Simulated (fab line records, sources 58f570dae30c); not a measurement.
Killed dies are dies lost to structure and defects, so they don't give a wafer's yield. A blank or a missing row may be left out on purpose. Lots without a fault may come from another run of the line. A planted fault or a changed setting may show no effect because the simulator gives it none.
A struck lot beside a sound one | flow berkeley_cmos170 | 15 steps out of a route of 331
Sound: wafers L713.3, L713.4, L713.5. Struck: wafers L724.2, L724.3, L724.4. The cause comes at the end.
At each step with rows: each side's tool, then ch and its chambers, then its first start. Under that, the readings that differ: sound wafers | struck wafers | difference of the means | sigmas: that difference in standard deviations of wafers without a fault.
alike: readings whose means differ by less than 2 such deviations, and words and numbers that are the same on both sides. not compared: withheld readings, readings that some wafer has no value for, bounds like >300 that may hide the same value, and numbers for which the record gives no deviation and whose values overlap.
The two part at a step that has a row with sigmas, a row that says differs or no value, or rows on one side only. Numbers that don't overlap but have no deviation are shown without sigmas and don't part them. A reading that every wafer of one side lacks parts them only if that side has two wafers or more.

first, 4 steps without rows for these wafers: UCB170_PWELL_SOFTBAKE_09 (time 60 s); UCB170_PWELL_EXPOSE_10 (exposes mask PWELL, target cd 3000 nm); UCB170_PWELL_PEB_11; UCB170_PWELL_DEVELOP_12 (develop time 45 s).
UCB170_PWELL_OVL_MEAS_13:
  sound on overlay-02, day 4 03:57; struck on overlay-01, day 6 08:58
  alike: PWELL_OVL
UCB170_PWELL_ETCH_14: etches Si3N4 in CH3F/Ar/O2, stops on SiO2, target depth 242 nm, time 151 s.
  sound on rie_diel-02 ch 0,2, day 4 03:58; struck on rie_diel-03 ch 0,1,2, day 6 08:59
  alike: drypump_motor_current_A, oes_product_au, throttle_valve_pct
  not compared: rf_hours_counter_h
then, 1 step without rows for these wafers: UCB170_PWELL_IMPLANT_15.
UCB170_PWELL_STRIP_16: strips in O2.
  sound on plasma_asher-02 ch 0,1, day 4 04:15; struck on plasma_asher-01 ch 0,1, day 6 09:14
  reading                      | sound             | struck            | difference | sigmas
  strip_time_to_endpoint_s (s) | 17.98 18.01 18.08 | 18.24 18.29 18.15 | +0.20      | +2
  alike: drypump_motor_current_A, oes_product_au
  not compared: rf_hours_counter_h
UCB170_PWELL_TW_MEAS_17:
  sound on film_metro-01, day 4 04:20; struck on film_metro-02, day 6 09:21
  alike: PWELL_TW
then, 3 steps without rows for these wafers: UCB170_PWELL_CLEAN_18 (cleans in SPM, time 600 s); UCB170_PWELL_WET_ETCH_19 (etches Si3N4 in H3PO4, time 14400 s); UCB170_PWELL_WET_ETCH_20 (etches SiO2 in BOE, time 22 s).
UCB170_WELLDRIVE_CLEAN_00: cleans in SPM, time 600 s.
  sound on wet_bench-03 ch 3, day 4 12:10; struck on wet_bench-04 ch 2, day 6 13:36
  no value came back on the struck wafers for bath_guard_temp_C (C), bath_heat_duty_pct (%), temp_c (C); on the sound wafers bath_guard_temp_C (C) reads 119.71 119.97 120.12
then, 1 step without rows for these wafers: UCB170_WELLDRIVE_OXIDATION_01 (target thk 199 nm, ox time 9000 s).
UCB170_M3_PROBE_99:
  the record has rows for the sound wafers here (prober-01, day 10 07:25) and none for the struck ones

WHERE THEY PART
First at UCB170_PWELL_STRIP_16; last, within this record, at UCB170_M3_PROBE_99.

WHY: what the simulator had put in
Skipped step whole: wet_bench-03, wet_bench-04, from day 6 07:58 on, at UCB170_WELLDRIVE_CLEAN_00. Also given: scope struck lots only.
